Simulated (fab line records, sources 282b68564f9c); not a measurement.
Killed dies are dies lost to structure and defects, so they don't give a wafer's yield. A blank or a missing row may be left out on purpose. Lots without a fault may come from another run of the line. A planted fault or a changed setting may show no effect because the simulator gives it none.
Split-lot experiment | flow rit_cmos | 5 lots, 23 wafers read, on a route of 202 steps

THE SPLIT
At RIT_PLDD_HARDBAKE_07 (time 60 s), the setting temp_c was moved away from the recipe's 140 C on 8 of the 23 wafers read, by -0.9% to +2.8%. The other wafers ran this setting at the recipe's value.

The reading is taken at the split's own step.

THE READING
NOVOLAK_of_PLDD_COAT_01.thk_nm (the simulator's own value, which no gauge read), in nm, at RIT_PLDD_HARDBAKE_07 (time 60 s). The file gives no usual value for it. The 15 wafers here that ran the recipe average 882.4 nm, standard deviation 1.3 nm.

wafer  | tool, chamber at the split | temp_c as run, C | against the recipe | NOVOLAK_of_PLDD_COAT_01.thk_nm, nm | against lot-mates on the recipe
L078.2 | litho_track-01, 0          | 140              | recipe             | 880.1                              | -
L078.4 | litho_track-01, 0          | 140              | recipe             | 882.3                              | -
L078.5 | litho_track-01, 0          | 140              | recipe             | 882.4                              | -
L079.2 | litho_track-04, 0          | 140              | recipe             | 881.1                              | -
L079.3 | litho_track-04, 0          | 140              | recipe             | 881.2                              | -
L079.4 | litho_track-04, 0          | 140              | recipe             | 882.4                              | -
L079.5 | litho_track-04, 0          | 138.8            | -0.9%              | 883.5                              | +1.9
L079.6 | litho_track-04, 0          | 138.8            | -0.9%              | 883.2                              | +1.6
L080.1 | litho_track-04, 0          | 143.9            | +2.8%              | 877.6                              | -3.8
L080.3 | litho_track-04, 0          | 143.9            | +2.8%              | 876.6                              | -4.8
L080.4 | litho_track-04, 0          | 143.9            | +2.8%              | 876.4                              | -5.0
L080.5 | litho_track-04, 0          | 140              | recipe             | 881.9                              | -
L080.6 | litho_track-04, 0          | 140              | recipe             | 880.9                              | -
L081.1 | litho_track-02, 0          | 140              | recipe             | 884.2                              | -
L081.2 | litho_track-02, 0          | 140              | recipe             | 882.5                              | -
L081.3 | litho_track-02, 0          | 140              | recipe             | 883.6                              | -
L081.4 | litho_track-02, 0          | 140              | recipe             | 884.1                              | -
L081.5 | litho_track-02, 0          | 140              | recipe             | 881.6                              | -
L083.1 | litho_track-04, 0          | 143.5            | +2.5%              | 878.5                              | -5.6
L083.3 | litho_track-04, 0          | 140              | recipe             | 883.9                              | -
L083.4 | litho_track-04, 0          | 140              | recipe             | 884.3                              | -
L083.5 | litho_track-04, 0          | 143.5            | +2.5%              | 878.2                              | -5.9
L083.6 | litho_track-04, 0          | 143.5            | +2.5%              | 876.1                              | -8.0

THE FIT
A straight line over all 23 wafers: NOVOLAK_of_PLDD_COAT_01.thk_nm changes by -1.9 nm for each +1% of temp_c; r = -0.90; the points scatter about the line by 1.2 nm.
The same after taking each lot's own level away (the mean of its wafers on the recipe; 23 wafers): -2.06 nm for each +1%; r = -0.93; scatter 1.1 nm.
On that fit, the largest move of temp_c shifts the reading by 5.7 nm.
The lots' own levels span 881.40 to 884.10 nm, that is 2.1 times the standard deviation above.
So the lot-to-lot level changes the slope little: the two slopes agree.
Check: with one of the wafers moved furthest among these (+2.8%) left out of the fit, the line predicts -6.17 nm for it against its lot-mates. It came out at -3.8 nm against them.

OTHER SPLITS ON THESE WAFERS
These wafers also went through other splits before the reading. Each is held against what the fit with the lots' levels taken away leaves over:
other split on the same wafers | wafers away from the commonest value | r with NOVOLAK_of_PLDD_COAT_01.thk_nm (lot level and that fit taken away)
RIT_NLDD_IMPLANT_08 energy_kev | 11                                   | -0.39

THE FILE'S OWN FIT
NOVOLAK_of_PLDD_COAT_01.thk_nm changes by -2.06 nm for each +1% of temp_c, r = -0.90.
